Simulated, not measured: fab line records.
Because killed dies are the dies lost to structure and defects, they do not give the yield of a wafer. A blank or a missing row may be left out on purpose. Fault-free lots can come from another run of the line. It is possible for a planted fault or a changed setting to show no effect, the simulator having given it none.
Struck lot and sound lot, side by side    flow rit cmos    44 steps out of a route of 202
Sound: wafers L967.1, L967.2, L967.4. Wafers L984.1, L984.5, L984.6 were the ones struck. At the end, the cause is stated.
Per side, at each step with rows, come the tool, then ch with its chambers, and then its first start. Under that, the readings that differ: sound wafers    struck wafers    difference of the means    sigmas: that difference in standard deviations of wafers without a fault.
alike: readings with means less than 2 such deviations apart, plus words and numbers identical on both sides. not compared: withheld readings, readings lacking a value on some wafer, bounds such as >300 that could conceal the same value, and numbers that have no deviation in the record and whose values overlap.
Wherever a step has rows on one side only, a row that says differs or no value, or a row with sigmas, the two part there. Numbers that have no deviation but don't overlap get no sigmas and don't part them. Lack of a reading on every wafer of one side parts them only where that side has two or more wafers.

first, 2 steps without rows for these wafers: RIT_NLDD_HARDBAKE_07 (time 60 s); RIT_NLDD_IMPLANT_08.
RIT_NLDD_STRIP_09: strips in O2, time 180 s.
  sound on plasma asher-02 ch 0,1, day 3 05:28; struck on plasma asher-01 ch 0,1, day 7 08:49
  alike: drypump motor current A, o2 flow sccm
  not compared: rf hours counter h
RIT_NLDD_TW_MEAS_10:
  sound on film metro-04, day 3 05:39; struck on film metro-01, day 7 08:59
  alike: NLDD_TW
then, 6 steps without rows for these wafers: RIT_PLDD_HMDS_00 (prime time 60 s); RIT_PLDD_COAT_01 (resist thk 1000 nm); RIT_PLDD_SOFTBAKE_02 (time 60 s); RIT_PLDD_EXPOSE_03 (exposes mask M8, target cd 40900 nm); RIT_PLDD_PEB_04; RIT_PLDD_DEVELOP_05 (develop time 50 s).
RIT_PLDD_OVL_MEAS_06:
  sound on overlay-02, day 3 06:41; struck on overlay-01, day 7 10:01
  alike: PLDD_OVL
then, 1 step without rows for these wafers: RIT_PLDD_HARDBAKE_07 (time 60 s).
RIT_PLDD_IMPLANT_08:
  sound on implanter-01 ch 0, day 3 06:52; struck on implanter-01 ch 0, day 7 10:13
  alike: faraday current uA
RIT_PLDD_STRIP_09: strips in O2, time 180 s.
  sound on plasma asher-04 ch 0,1, day 3 07:01; struck on plasma asher-04 ch 0,1, day 7 10:22
  alike: drypump motor current A, o2 flow sccm
  not compared: rf hours counter h
RIT_PLDD_TW_MEAS_10:
  sound on film metro-04, day 3 07:11; struck on film metro-01, day 7 10:32
reading  sound           struck          difference  sigmas
PLDD_TW  2360 2359 2365  2163 2143 2335  -148        -12
then, 4 steps without rows for these wafers: RIT_SPACER_CLEAN_00 (cleans in SC1, time 600 s); RIT_SPACER_CLEAN_01 (cleans in dHF, time 30 s); RIT_SPACER_CLEAN_02 (cleans in SC2, time 600 s); RIT_SPACER_CVD_03 (deposits Si3N4 from SiH2Cl2/NH3, target thk 250 nm, time 3300 s).
RIT_SPACER_THK_MEAS_04:
  sound on film metro-02, day 3 09:35; struck on film metro-01, day 7 12:53
  alike: SPACER_NITRIDE_THK
RIT_SPACER_ETCHBACK_05: etches Si3N4 in SF6/CHF3, stops on SiO2, target depth 250 nm, time 240 s.
  sound on rie diel-03 ch 1,2,3, day 3 09:38; struck on rie diel-03 ch 0,3, day 7 12:57
  alike: drypump motor current A, oes product au, throttle valve pct
  not compared: rf hours counter h
then, 6 steps without rows for these wafers: RIT_NSD_HMDS_00 (prime time 60 s); RIT_NSD_COAT_01 (resist thk 1000 nm); RIT_NSD_SOFTBAKE_02 (time 60 s); RIT_NSD_EXPOSE_03 (exposes mask M9, target cd 40700 nm); RIT_NSD_PEB_04; RIT_NSD_DEVELOP_05 (develop time 50 s).
RIT_NSD_OVL_MEAS_06:
  sound on overlay-01, day 3 10:43; struck on overlay-01, day 7 14:05
  alike: NSD_OVL
then, 2 steps without rows for these wafers: RIT_NSD_HARDBAKE_07 (time 60 s); RIT_NSD_IMPLANT_08.
RIT_NSD_STRIP_09: strips in O2, time 180 s.
  sound on plasma asher-04 ch 0,1, day 3 11:02; struck on plasma asher-04 ch 0,1, day 7 14:25
  alike: drypump motor current A, o2 flow sccm
  not compared: rf hours counter h
RIT_NSD_TW_MEAS_10:
  sound on film metro-01, day 3 11:13; struck on film metro-01, day 7 14:35
  alike: NSD_TW
then, 6 steps without rows for these wafers: RIT_PSD_HMDS_00 (prime time 60 s); RIT_PSD_COAT_01 (resist thk 1000 nm); RIT_PSD_SOFTBAKE_02 (time 60 s); RIT_PSD_EXPOSE_03 (exposes mask M10, target cd 40900 nm); RIT_PSD_PEB_04; RIT_PSD_DEVELOP_05 (develop time 48.93 s).
RIT_PSD_OVL_MEAS_06:
  sound on overlay-02, day 3 12:15; struck on overlay-01, day 7 15:37
reading       sound        struck          difference  sigmas
PSD_OVL (nm)  0.5 2.5 3.4  -2.0 -2.0 -2.9  -4.4        -3
then, 2 steps without rows for these wafers: RIT_PSD_HARDBAKE_07 (time 60 s); RIT_PSD_IMPLANT_08.
RIT_PSD_STRIP_09: strips in O2, time 180 s.
  sound on plasma asher-04 ch 0,1, day 3 12:35; struck on plasma asher-03 ch 0,1, day 7 15:58
reading                      sound        struck       difference  sigmas
drypump motor current A (A)  5.4 5.2 5.3  6.3 6.3 6.1  +0.9        +2
  alike: o2 flow sccm
  not compared: rf hours counter h
RIT_SDANNEAL_RS_MEAS_06: measures by four-point-probe.
  sound on film metro-01, day 3 13:33; struck on film metro-01, day 7 16:52
reading           sound              struck             difference  sigmas
PLDD_RS (ohm/sq)  179.6 179.4 179.6  183.2 183.6 180.5  +2.9        +7
RIT_M1_PROBE_99:
  sound on prober-02, day 3 20:56; struck on prober-01, day 8 00:03
reading                              sound              struck             difference  sigmas
model.etest.pmos turned.r on ohm um  3323 3410 3259     2456 2426 2761     -783        
model.etest.pmos_0p15.r on ohm um    2665 2725 2607     2428 2424 2550     -198        
model.etest.pmos_0p3.r on ohm um     6179 6349 6214     6014 5959 6039     -243        
model.etest.pmos turned.drive ua um  195.9 191.3 202.6  294 300.9 258.9    +88         
model.etest.pmos_0p15.drive ua um    267.1 261.5 271.4  296.2 299.2 283.2  +26.2       
model.etest.pmos narrow.drive ua um  100.8 97.02 101.5  104.1 106.8 104.3  +5.3        
model.etest.pmos_0p3.drive ua um     104 99.55 101.2    105.2 106.7 105.8  +4.3        
model.etest.pmos_0p15.swing mv dec   84.27 84.65 84.96  86.07 85.84 85.28  +1.10       
  alike: killed at front end, killed dies, killed on rim, killed open, killed short

== WHERE THEY PART ==
Earliest at RIT_PLDD_TW_MEAS_10; latest, in this record, at RIT_SDANNEAL_RS_MEAS_06. Later steps at which nothing parts them and some readings are alike: RIT_M1_PROBE_99.

WHY: what the simulator had put in
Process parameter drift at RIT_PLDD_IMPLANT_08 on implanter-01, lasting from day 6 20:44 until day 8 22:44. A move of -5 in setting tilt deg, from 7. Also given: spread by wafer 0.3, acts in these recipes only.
